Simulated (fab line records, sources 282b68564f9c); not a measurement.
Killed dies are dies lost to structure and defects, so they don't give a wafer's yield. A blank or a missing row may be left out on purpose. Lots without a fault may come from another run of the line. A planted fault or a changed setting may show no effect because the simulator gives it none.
A struck lot beside a sound one | flow rit_cmos | 17 steps out of a route of 202
Sound: wafers L857.2, L857.3, L857.6. Struck: wafers L863.1, L863.2, L863.5. The cause comes at the end.
At each step with rows: each side's tool, then ch and its chambers, then its first start. Under that, the readings that differ: sound wafers | struck wafers | difference of the means | sigmas: that difference in standard deviations of wafers without a fault.
alike: readings whose means differ by less than 2 such deviations, and words and numbers that are the same on both sides. not compared: withheld readings, readings that some wafer has no value for, bounds like >300 that may hide the same value, and numbers for which the record gives no deviation and whose values overlap.
The two part at a step that has a row with sigmas, a row that says differs or no value, or rows on one side only. Numbers that don't overlap but have no deviation are shown without sigmas and don't part them. A reading that every wafer of one side lacks parts them only if that side has two wafers or more.

RIT_NWELL_TW_MEAS_10:
  sound on film_metro-03, day 2 19:41; struck on film_metro-01, day 4 02:10
  reading  | sound          | struck         | difference | sigmas
  NWELL_TW | 2171 2172 2169 | 2097 2111 2094 | -70        | -2
then, 6 steps without rows for these wafers: RIT_PWELL_HMDS_00 (prime time 60 s); RIT_PWELL_COAT_01 (resist thk 1300 nm); RIT_PWELL_SOFTBAKE_02 (time 60 s); RIT_PWELL_EXPOSE_03 (exposes mask M3, target cd 43700 nm); RIT_PWELL_PEB_04; RIT_PWELL_DEVELOP_05 (develop time 68 s).
RIT_PWELL_OVL_MEAS_06:
  sound on overlay-01, day 2 20:45; struck on overlay-01, day 4 03:08
  alike: PWELL_OVL
then, 2 steps without rows for these wafers: RIT_PWELL_HARDBAKE_07 (time 120 s); RIT_PWELL_IMPLANT_08.
RIT_PWELL_STRIP_09: strips in O2, time 180 s.
  sound on plasma_asher-02 ch 0,1, day 2 21:11; struck on plasma_asher-03 ch 0,1, day 4 03:34
  alike: chamber_pressure_mTorr, drypump_motor_current_A
  not compared: rf_hours_counter_h
RIT_PWELL_TW_MEAS_10:
  sound on film_metro-02, day 2 21:22; struck on film_metro-02, day 4 03:45
  alike: PWELL_TW
RIT_WELLDRIVE_ANNEAL_00: time 14700 s.
  sound on furnace-04 ch 0, day 2 23:03; struck on furnace-03 ch 0, day 4 05:03
  reading          | sound             | struck            | difference | sigmas
  run_length_s (s) | 18265 18265 18265 | 23414 23414 23414 | +5149      | +99 or more
  alike: spike_tc_source_C
RIT_WELLDRIVE_RS_MEAS_01: measures by four-point-probe.
  sound on film_metro-01, day 3 04:10; struck on film_metro-02, day 4 10:08
  reading           | sound             | struck            | difference | sigmas
  NWELL_RS (ohm/sq) | 275.1 274.6 275.5 | 261.4 261.3 261.3 | -13.7      | -20
RIT_WELLDRIVE_RS_MEAS_02: measures by four-point-probe.
  sound on film_metro-01, day 3 04:17; struck on film_metro-02, day 4 10:16
  reading           | sound             | struck            | difference | sigmas
  PWELL_RS (ohm/sq) | 432.1 433.1 434.5 | 415.1 415.1 413.4 | -18.7      | -16
then, 1 step without rows for these wafers: RIT_NRETRO_HMDS_00 (prime time 60 s).
RIT_M1_PROBE_99:
  sound on prober-02, day 4 10:42; struck on prober-02, day 5 17:13
  reading                             | sound             | struck            | difference | sigmas
  model.etest.nwell_pinched.rs_ohm_sq | 335.2 337.1 335.6 | 311.1 313.9 312.7 | -23.4      |
  model.etest.pwell_pinched.rs_ohm_sq | 459.1 456 463.8   | 437.1 439 443.5   | -19.8      |
  model.etest.pwell.rs_ohm_sq         | 414.1 410.5 418   | 399.9 400.9 402.9 | -13.0      |
  model.etest.pmos_narrow.drive_ua_um | 99.94 101.3 102.7 | 107 106 108.4     | +6         |
  model.etest.field_n.vt_v (V)        | 34.56 34.49 34.28 | 32.3 32.69 32.51  | -1.9       |
  alike: killed_at_front_end, killed_dies, killed_open, killed_short
  not compared: model.etest.nmos_narrow.drive_ua_um, model.etest.nmos_0p3.drive_ua_um, model.etest.field_p_metal.vt_v

WHERE THEY PART
First at RIT_NWELL_TW_MEAS_10; last, within this record, at RIT_WELLDRIVE_RS_MEAS_02. Later steps at which nothing parts them and some readings are alike: RIT_M1_PROBE_99.

WHY: what the simulator had put in
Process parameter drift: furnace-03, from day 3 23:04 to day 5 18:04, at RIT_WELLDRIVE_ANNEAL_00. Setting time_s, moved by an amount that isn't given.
